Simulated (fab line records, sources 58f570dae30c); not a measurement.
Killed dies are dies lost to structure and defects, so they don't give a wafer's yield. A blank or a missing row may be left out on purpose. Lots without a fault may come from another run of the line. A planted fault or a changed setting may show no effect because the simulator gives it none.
Which tool did it? | flow berkeley_cmos170 | 15 lots, 45 wafers sampled, at 2 steps of a route of 331

WHAT THE GAUGES READ, wafer by wafer
UCB170_NSD_TW_MEAS_10. Usual: NSD_TW 4195, standard deviation 38.
lot  | measured     | on            | NSD_TW         | flag
L322 | day 6 23:19  | film_metro-01 | 4213 4215 4235 |
L324 | day 7 12:47  | film_metro-04 | 4163 4133 4164 |
L323 | day 7 15:53  | film_metro-04 | 4137 4152 4140 |
L325 | day 8 00:07  | film_metro-01 | 4207 4214 4237 |
L327 | day 8 18:52  | film_metro-01 | 4246 4240 4222 |
L329 | day 8 19:08  | film_metro-04 | 4153 4138 4149 |
L332 | day 8 22:37  | film_metro-04 | 4137 4134 4151 |
L331 | day 8 23:36  | film_metro-02 | 4198 4191 4206 |
L333 | day 9 11:08  | film_metro-01 | 4233 4248 4238 |
L336 | day 9 11:16  | film_metro-04 | 4152 4161 4158 |
L339 | day 9 23:22  | film_metro-01 | 4270 4260 4242 |
L338 | day 9 23:35  | film_metro-04 | 4139 4147 4168 |
L337 | day 10 04:26 | film_metro-01 | 4225 4227 4208 |
L343 | day 11 01:05 | film_metro-04 | 4151 4172 4182 |
L345 | day 11 01:22 | film_metro-02 | 4222 4223 4206 |

WHICH TOOL RAN EACH LOT (tool, then ch and the chambers of the sampled wafers, then the start)
lot  | UCB170_NSD_STRIP_09
L322 | plasma_asher-04 ch 0,1, day 6 23:11
L324 | plasma_asher-03 ch 0, day 7 12:41
L323 | plasma_asher-04 ch 0,1, day 7 15:47
L325 | plasma_asher-03 ch 0, day 8 00:01
L327 | plasma_asher-03 ch 0,1, day 8 18:46
L329 | plasma_asher-02 ch 0,1, day 8 19:02
L332 | plasma_asher-03 ch 0,1, day 8 22:32
L331 | plasma_asher-02 ch 0,1, day 8 23:30
L333 | plasma_asher-04 ch 0,1, day 9 11:02
L336 | plasma_asher-03 ch 0,1, day 9 11:09
L339 | plasma_asher-04 ch 0,1, day 9 23:16
L338 | plasma_asher-02 ch 0,1, day 9 23:28
L337 | plasma_asher-02 ch 0, day 10 04:20
L343 | plasma_asher-04 ch 0,1, day 11 00:59
L345 | plasma_asher-04 ch 0,1, day 11 01:15
- UCB170_NSD_STRIP_09: strips in O2.

WHAT THE TOOLS THEMSELVES READ (means of the sampled wafers that have a number; where no wafer has one, the mark that the record gives instead)
UCB170_NSD_STRIP_09. Usual: drypump_motor_current_A 5.9 A, standard deviation 0.36; oes_product_au 0.533 a.u., standard deviation 0.0046; strip_time_to_endpoint_s 35.92 s, standard deviation 0.068.
lot  | tool            | drypump_motor_current_A (A) | oes_product_au (a.u.) | strip_time_to_endpoint_s (s) | flag
L322 | plasma_asher-04 | 5.8                         | 0.536                 | 36.02                        |
L324 | plasma_asher-03 | 6.3                         | 0.531                 | 35.88                        |
L323 | plasma_asher-04 | 5.5                         | 0.534                 | 35.81                        |
L325 | plasma_asher-03 | 6.3                         | 0.536                 | 35.93                        |
L327 | plasma_asher-03 | 6.0                         | 0.532                 | 35.90                        |
L329 | plasma_asher-02 | 5.9                         | 0.533                 | 35.97                        |
L332 | plasma_asher-03 | 6.1                         | 0.534                 | 35.89                        |
L331 | plasma_asher-02 | 5.9                         | 0.534                 | 35.86                        |
L333 | plasma_asher-04 | 5.8                         | 0.525                 | 35.86                        |
L336 | plasma_asher-03 | 6.1                         | 0.532                 | 35.89                        |
L339 | plasma_asher-04 | 5.5                         | 0.535                 | 35.91                        |
L338 | plasma_asher-02 | 6.0                         | 0.532                 | 35.97                        |
L337 | plasma_asher-02 | 6.0                         | 0.534                 | 36.03                        |
L343 | plasma_asher-04 | 5.8                         | 0.535                 | 35.99                        |
L345 | plasma_asher-04 | 5.8                         | 0.532                 | 35.97                        |

THE ANSWER, worked out from the rows above alone
Rule: a lot is off if the mean of its wafers that have a number lies more than 3 standard deviations from the usual mean. A lot without any number at a reading at which 4 lots or more have one is off too. The other lots that the step has rows for count as sound. The gauges are gone through in route order, then the tools' own readings, and for those a lot's mean is taken as printed above. The first step at which some lot is off is used, and at that step the reading that is off furthest; a lot without a number counts as furthest.
No lot is off at any reading shown: from this, nothing can be told.

WHAT THE SIMULATOR HAD PUT IN
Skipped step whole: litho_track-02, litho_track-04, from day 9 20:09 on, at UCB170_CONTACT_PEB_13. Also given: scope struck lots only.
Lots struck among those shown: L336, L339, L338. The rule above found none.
